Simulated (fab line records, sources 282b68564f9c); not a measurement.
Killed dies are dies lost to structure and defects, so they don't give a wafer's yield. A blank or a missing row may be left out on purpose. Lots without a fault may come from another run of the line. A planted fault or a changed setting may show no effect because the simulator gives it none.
fab line records | flow rit_cmos
record lots=5 wafers=23
route steps=202 shown M1@188
start_h: hours from the record's first day to the start of the lot's first wafer shown | wait_h: hours since the lot's step before | " the same as in the row above | L1.1+2: a row that stands for several wafers | - no value, or no start given | * or withheld: withheld | < > ~ a bound
route shown NAME@n: a module of which the file shows steps, and the number in the route of the first | usual: mean/standard deviation of fault-free wafers | same: alike in all rows | chamber/n: place in a boat | sites: the reading at each site | _std_site: their standard deviation | _edge_site: outer sites' mean less inner sites' | radius_mm: how far each site lies from the wafer's centre | mask NAME#n: copy n | behind: the tool/chamber that last shaped the wafer | hold: why the lot was held/for how many hours/how that ended | device: the transistor (n, p or np) that didn't switch | end of line: the same wafers' tests at the end of the route | a step without rows: its recipe alone | killed: dies lost to structure and defects at the first sort, not the wafer's yield | map: a wafer's dies, x killed, . not, _ none there
set.NAME: the setting as run; set.NAME@STEP: as run at that earlier step | model.NAME: the simulator's own value behind a step, which no gauge read
lots whose settings were changed on purpose; a table a step, a row a wafer
## steps
# step RIT_M1_COAT_04
# recipe resist=NOVOLAK spin_rpm=2000 resist_thk_nm=1300
# columns lot.wafer tool chamber start_h wait_h set.resist_thk_nm model.NOVOLAK_of_M1_COAT_04.thk_nm
L074.1+5 litho_track-01 0 56.43 0.1 1300 -
L074.2 " 0 " " 1240 1239
L074.3 " 0 " " 1240 -
L074.6 " 0 " " 1240 1236
L076.1+2 litho_track-03 0 64.77 0.1 1300 1298
L076.3 " 0 " " 1362 1363
L076.4 " 0 " " 1362 1358
L076.6 " 0 " " 1362 1361
L080.1 litho_track-04 0 87.41 0.1 1300 1301
L080.2+3 " 0 " " 1342 -
L080.5 " 0 " " 1342 1348
L080.6 " 0 " " 1300 1304
L084.1 litho_track-01 0 105.85 0.1 1300 1302
L084.3 " 0 " " 1300 1298
L084.4 " 0 " " 1300 -
L084.5 " 0 " " 1236 -
L084.6 " 0 " " 1236 1236
L085.2 litho_track-03 0 107.68 0.1 1300 1306
L085.4+6 " 0 " " 1300 1307
# step RIT_M1_SOFTBAKE_05
# recipe resist=NOVOLAK temp_c=90 time_s=60
# step RIT_M1_EXPOSE_06
# recipe mask_id=M12 na=0.6 source_shape=conventional sigma_outer=0.5 target_cd_nm=2600 dose_mj=250
# step RIT_M1_PEB_07
# recipe resist=NOVOLAK temp_c=withheld time_s=withheld
# step RIT_M1_DEVELOP_08
# recipe resist=NOVOLAK develop_time_s=68 dev_temp_c=23
# step RIT_M1_CD_MEAS_09
# recipe target_cd_nm=2600
# usual cd_nm=2599.9/2.8
# columns lot.wafer tool chamber start_h wait_h set.resist_thk_nm@M1_COAT_04 cd_nm
L074.1 cd_sem-02 - 57.16 - 1300 2599.1
L074.2 " - " " 1240 2592.6
L074.3 " - " " 1240 2592.6
L074.5 " - " " 1300 2599.1
L074.6 " - " " 1240 2595.0
L076.1 cd_sem-02 - 65.63 - 1300 2602.5
L076.2 " - " " 1300 2600.7
L076.3 " - " " 1362 2606.4
L076.4 " - " " 1362 2608.6
L076.6 " - " " 1362 2606.9
L080.1 cd_sem-02 - 88.14 - 1300 2599.2
L080.2 " - " " 1342 2602.9
L080.3 " - " " 1342 2603.3
L080.5 " - " " 1342 2603.5
L080.6 " - " " 1300 2598.7
L084.1 cd_sem-02 - 106.71 - 1300 2602.7
L084.3 " - " " 1300 2602.3
L084.4 " - " " 1300 2602.5
L084.5 " - " " 1236 2592.3
L084.6 " - " " 1236 2594.5
L085.2 cd_sem-01 - 108.40 - 1300 2602.4
L085.4 " - " " 1300 2602.3
L085.6 " - " " 1300 2603.8
# step RIT_M1_HARDBAKE_11
# recipe resist=NOVOLAK temp_c=140 time_s=120
# columns lot.wafer tool chamber start_h wait_h set.resist_thk_nm@M1_COAT_04 model.NOVOLAK_of_M1_COAT_04.thk_nm
L074.1+5 litho_track-04 0 57.32 0.0 1300 -
L074.2 " 0 " " 1240 1084
L074.3 " 0 " " 1240 -
L074.6 " 0 " " 1240 1082
L076.1+2 litho_track-01 0 65.78 0.0 1300 1135
L076.3 " 0 " " 1362 1191
L076.4 " 0 " " 1362 1187
L076.6 " 0 " " 1362 1190
L080.1 litho_track-01 0 88.29 0.0 1300 1138
L080.2+3 " 0 " " 1342 -
L080.5 " 0 " " 1342 1178
L080.6 " 0 " " 1300 1140
L084.1 litho_track-03 0 107.01 0.2 1300 1138
L084.3 " 0 " " 1300 1135
L084.4 " 0 " " 1300 -
L084.5 " 0 " " 1236 -
L084.6 " 0 " " 1236 1082
L085.2+4+6 litho_track-03 0 108.58 0.1 1300 1143
# step RIT_M1_METAL_ETCH_12
# recipe stop_on=SiO2 chemistry=Cl2/BCl3 target=Al time_s=165 over_etch_frac=0.5 pressure_mtorr=100 target_depth_a=6000 rf_w=250 Cl2_flow_sccm=60 bcl3_flow_sccm=50
# usual oes_product_au=0.781/0.011
# columns lot.wafer tool chamber start_h wait_h set.power_w@M1_SPUTTER_00 oes_product_au
L074.1 rie_metal-04 0 57.57 0.2 2238 0.816
L074.2 " 1 " " 2000 0.768
L074.3 " 1 " " 2238 0.826
L074.5 " 1 " " 2238 0.825
L074.6 " 0 " " 2000 0.769
L076.1 rie_metal-02 1 66.03 0.2 2061 0.805
L076.2 " 0 " " 2000 0.793
L076.3 " 0 " " 2000 0.801
L076.4 " 1 " " 2061 0.803
L076.6 " 1 " " 2000 0.796
L080.1 rie_metal-04 0 88.54 0.2 2000 0.766
L080.2 " 0 " " 1792 0.724
L080.3 " 0 " " 1792 0.719
L080.5 " 0 " " 2000 0.776
L080.6 " 0 " " 2000 0.769
L084.1 rie_metal-01 0 107.26 0.2 2000 0.774
L084.3 " 0 " " 2000 0.776
L084.4 " 1 " " 1774 0.734
L084.5 " 1 " " 1774 0.736
L084.6 " 0 " " 2000 0.773
L085.2 rie_metal-02 0 108.79 0.2 2000 0.777
L085.4 " 0 " " 2000 0.787
L085.6 " 1 " " 2000 0.782
# step RIT_M1_ANNEAL_15
# recipe temp_c=450 time_s=1800 ambient=forming_gas_H2N2
# columns lot.wafer tool chamber start_h wait_h set.temp_c
L074.1+2+3+5+6 - - - 0.1 454.8
L076.1+2+3+4+6 - - - 0.1 436.9
L080.1+2+3+5+6 - - - 0.1 450
L084.1+3+4+5+6 - - - 0.1 450
L085.2+4+6 - - 109.81 0.5 450
# step RIT_M1_PROBE_99
# columns lot.wafer tool chamber start_h wait_h set.dev_temp_c@CONTACT_DEVELOP_07 set.resist_thk_nm@M1_COAT_04 model.etest.pmos_turned.r_on_ohm_um model.etest.pmos_0p15.r_on_ohm_um model.etest.nmos_0p15.r_on_ohm_um
L074.1 prober-02 - 59.82 0.1 21.59 1300 3331 2656 1243
L074.2 prober-02 - 59.87 0.1 23 1240 4832 4061 1664
L074.3 prober-02 - 59.92 0.2 21.59 1240 4468 3652 1488
L074.5 prober-02 - 60.02 0.2 23 1300 3845 3052 1331
L074.6 prober-02 - 60.07 0.2 21.59 1240 4372 3674 1513
L076.1+2 prober-02 - 68.34 0.1 25.16 1300 - - -
L076.3 prober-02 - 68.44 0.2 25.16 1362 - - -
L076.4+6 prober-02 - 68.49 0.2 23 1362 - - -
L080.1 prober-02 - 90.96 0.1 23 1300 - - -
L080.2 prober-02 - 91.01 0.1 25.46 1342 - - -
L080.3 prober-02 - 91.06 0.2 23 1342 3216 2594 1062
L080.5 prober-02 - 91.16 0.2 23 1342 3179 2554 1032
L080.6 prober-02 - 91.21 0.2 25.46 1300 - - -
L084.1 prober-02 - 109.68 0.1 23 1300 - - -
L084.3+4 prober-02 - 109.78 0.2 26.25 1300 - - -
L084.5 prober-02 - 109.88 0.2 26.25 1236 - - -
L084.6 prober-02 - 109.93 0.2 23 1236 - - -
L085.2 prober-01 - 111.48 0.1 23 1300 3595 2915 1185
L085.4 prober-01 - 111.58 0.2 23 1300 3469 2777 1161
L085.6 prober-01 - 111.68 0.2 23 1300 3562 2880 1187
# killed by level:class
L085.2 FOX2:geometric_particle:short=1 GATE:geometric_particle:short=1 GATE:geometric_particle:open=1 REOX:geometric_particle:short=1 SILICIDE:geometric_particle:open=1 CONTACT:geometric_particle:open=1
L085.4 GATE:geometric_particle:open=3 GATE:geometric_particle:short=2 SPACER:geometric_particle:open=2 REOX:geometric_particle:short=1 SILICIDE:geometric_particle:short=1
L085.6 GATE:geometric_particle:open=3 FOX1:geometric_particle:open=1 SILICIDE:geometric_particle:open=1
## key
split step=RIT_M1_COAT_04 setting=resist_thk_nm stated=1300 by=wafer
response step=RIT_M1_COAT_04 reading=model.NOVOLAK_of_M1_COAT_04.thk_nm change=+13.2 per=1% r=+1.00
response step=RIT_M1_CD_MEAS_09 reading=cd_nm change=+1.42 per=1% r=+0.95
response step=RIT_M1_HARDBAKE_11 reading=model.NOVOLAK_of_M1_COAT_04.thk_nm change=+11.4 per=1% r=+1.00
response step=RIT_M1_PROBE_99 reading=model.etest.pmos_turned.r_on_ohm_um slope=-226 per=1% together_with=dev_temp_c@CONTACT_DEVELOP_07 explained=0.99
response step=RIT_M1_PROBE_99 reading=model.etest.pmos_0p15.r_on_ohm_um slope=-218 per=1% together_with=dev_temp_c@CONTACT_DEVELOP_07 explained=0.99
response step=RIT_M1_PROBE_99 reading=model.etest.nmos_0p15.r_on_ohm_um slope=-62.9 per=1% together_with=dev_temp_c@CONTACT_DEVELOP_07 explained=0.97
split step=RIT_M1_ANNEAL_15 setting=temp_c stated=450 by=lot
response none clear
split outside_this_file step=RIT_CONTACT_DEVELOP_07 setting=dev_temp_c
split outside_this_file step=RIT_M1_SPUTTER_00 setting=power_w
# split outside_this_file: this setting was split too, and the file shows its column; the key of that split is in another file
